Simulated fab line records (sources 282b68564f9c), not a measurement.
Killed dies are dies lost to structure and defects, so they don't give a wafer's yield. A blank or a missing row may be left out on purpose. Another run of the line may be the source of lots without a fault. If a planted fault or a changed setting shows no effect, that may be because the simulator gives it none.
Split-lot study / flow ritCmos / 23 wafers read across 5 lots, on a route 202 steps long

== THE SPLIT ==
At RIT_NWELL_IMPLANT_08, the setting energyKev was moved away from the recipe's 170 on 8 of the 23 wafers read, by -4.1% to +5.0%. All remaining wafers had this setting at the recipe value.

The split's own step is where the reading is taken.

== THE READING ==
In nm, at RIT_NWELL_IMPLANT_08: implant.drpNm, which is the simulator's own figure and was read by no gauge. The file does not state a usual value for it.

wafer=L076.1; tool, chamber at the split=implanter-03, 0; energyKev as run=170; against the recipe=recipe; implant.drpNm, nm=68.82; against lot-mates on the recipe=-
wafer=L076.4; tool, chamber at the split=implanter-03, 0; energyKev as run=170; against the recipe=recipe; implant.drpNm, nm=68.82; against lot-mates on the recipe=-
wafer=L076.2; tool, chamber at the split=implanter-03, 0; energyKev as run=178.5; against the recipe=+5.0%; implant.drpNm, nm=71.39; against lot-mates on the recipe=+2.57
wafer=L076.3; tool, chamber at the split=implanter-03, 0; energyKev as run=178.5; against the recipe=+5.0%; implant.drpNm, nm=71.39; against lot-mates on the recipe=+2.57
wafer=L076.6; tool, chamber at the split=implanter-03, 0; energyKev as run=178.5; against the recipe=+5.0%; implant.drpNm, nm=71.39; against lot-mates on the recipe=+2.57
wafer=L077.1; tool, chamber at the split=implanter-02, 0; energyKev as run=170; against the recipe=recipe; implant.drpNm, nm=68.82; against lot-mates on the recipe=-
wafer=L077.3; tool, chamber at the split=implanter-02, 0; energyKev as run=170; against the recipe=recipe; implant.drpNm, nm=68.82; against lot-mates on the recipe=-
wafer=L077.2; tool, chamber at the split=implanter-02, 0; energyKev as run=172.7; against the recipe=+1.6%; implant.drpNm, nm=69.64; against lot-mates on the recipe=+0.82
wafer=L077.4; tool, chamber at the split=implanter-02, 0; energyKev as run=172.7; against the recipe=+1.6%; implant.drpNm, nm=69.64; against lot-mates on the recipe=+0.82
wafer=L077.6; tool, chamber at the split=implanter-02, 0; energyKev as run=172.7; against the recipe=+1.6%; implant.drpNm, nm=69.64; against lot-mates on the recipe=+0.82
wafer=L078.1; tool, chamber at the split=implanter-04, 0; energyKev as run=170; against the recipe=recipe; implant.drpNm, nm=68.82; against lot-mates on the recipe=-
wafer=L078.3; tool, chamber at the split=implanter-04, 0; energyKev as run=170; against the recipe=recipe; implant.drpNm, nm=68.82; against lot-mates on the recipe=-
wafer=L078.6; tool, chamber at the split=implanter-04, 0; energyKev as run=170; against the recipe=recipe; implant.drpNm, nm=68.82; against lot-mates on the recipe=-
wafer=L078.2; tool, chamber at the split=implanter-04, 0; energyKev as run=163; against the recipe=-4.1%; implant.drpNm, nm=66.73; against lot-mates on the recipe=-2.09
wafer=L078.5; tool, chamber at the split=implanter-04, 0; energyKev as run=163; against the recipe=-4.1%; implant.drpNm, nm=66.73; against lot-mates on the recipe=-2.09
wafer=L082.2; tool, chamber at the split=implanter-04, 0; energyKev as run=170; against the recipe=recipe; implant.drpNm, nm=68.82; against lot-mates on the recipe=-
wafer=L082.3; tool, chamber at the split=implanter-04, 0; energyKev as run=170; against the recipe=recipe; implant.drpNm, nm=68.82; against lot-mates on the recipe=-
wafer=L082.4; tool, chamber at the split=implanter-04, 0; energyKev as run=170; against the recipe=recipe; implant.drpNm, nm=68.82; against lot-mates on the recipe=-
wafer=L082.5; tool, chamber at the split=implanter-04, 0; energyKev as run=170; against the recipe=recipe; implant.drpNm, nm=68.82; against lot-mates on the recipe=-
wafer=L082.6; tool, chamber at the split=implanter-04, 0; energyKev as run=170; against the recipe=recipe; implant.drpNm, nm=68.82; against lot-mates on the recipe=-
wafer=L084.1; tool, chamber at the split=implanter-03, 0; energyKev as run=170; against the recipe=recipe; implant.drpNm, nm=68.82; against lot-mates on the recipe=-
wafer=L084.2; tool, chamber at the split=implanter-03, 0; energyKev as run=170; against the recipe=recipe; implant.drpNm, nm=68.82; against lot-mates on the recipe=-
wafer=L084.5; tool, chamber at the split=implanter-03, 0; energyKev as run=170; against the recipe=recipe; implant.drpNm, nm=68.82; against lot-mates on the recipe=-

THE FIT
A straight line over all 23 wafers: implant.drpNm changes by +0.512 nm for each +1% of energyKev; r = +1.00; the points scatter about the line by 0.0061 nm.
The same after taking each lot's own level away (the mean of its wafers on the recipe; 23 wafers): +0.512 nm for each +1%; r = +1.00; scatter 0.0061 nm.
According to that fit, moving energyKev by its largest amount changes the reading by 2.6 nm.
The lots' own levels span 68.820 to 68.820 nm.
So the lot-to-lot level changes the slope little: the two slopes agree.
Check: with one of the wafers moved furthest among these (+5.0%) left out of the fit, the line predicts +2.56 nm for it against its lot-mates. It came out at +2.57 nm against them.

== OTHER SPLITS ON THESE WAFERS ==
Before the reading, these wafers also passed through other splits. Each is held against what the fit with the lots' levels taken away leaves over:
other split on the same wafers=RIT_ACTIVE_CVD_03 sih2cl2FlowSccm; wafers away from the commonest value=15; r with implant.drpNm (lot level and that fit taken away)=-0.07
other split on the same wafers=RIT_FOX2_OXIDATION_00 tempC; wafers away from the commonest value=15; r with implant.drpNm (lot level and that fit taken away)=+0.15
other split on the same wafers=RIT_FOX2_WET_ETCH_03 timeS; wafers away from the commonest value=18; r with implant.drpNm (lot level and that fit taken away)=+0.16

== THE WHOLE CHAIN: every reading that the file lists as answering this split, in the file's order ==
step=RIT_NWELL_IMPLANT_08; what it does=; reading=implant.rpNm (the simulator's own value, which no gauge read); change (the file's fit)=+2.2 nm for each +1% of the setting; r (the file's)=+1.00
step=RIT_NWELL_IMPLANT_08; what it does=; reading=implant.drpNm (the simulator's own value, which no gauge read); change (the file's fit)=+0.512 nm for each +1% of the setting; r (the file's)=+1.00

== FILE'S OWN FIT ==
implant.drpNm changes by +0.512 nm for each +1% of energyKev, r = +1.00.
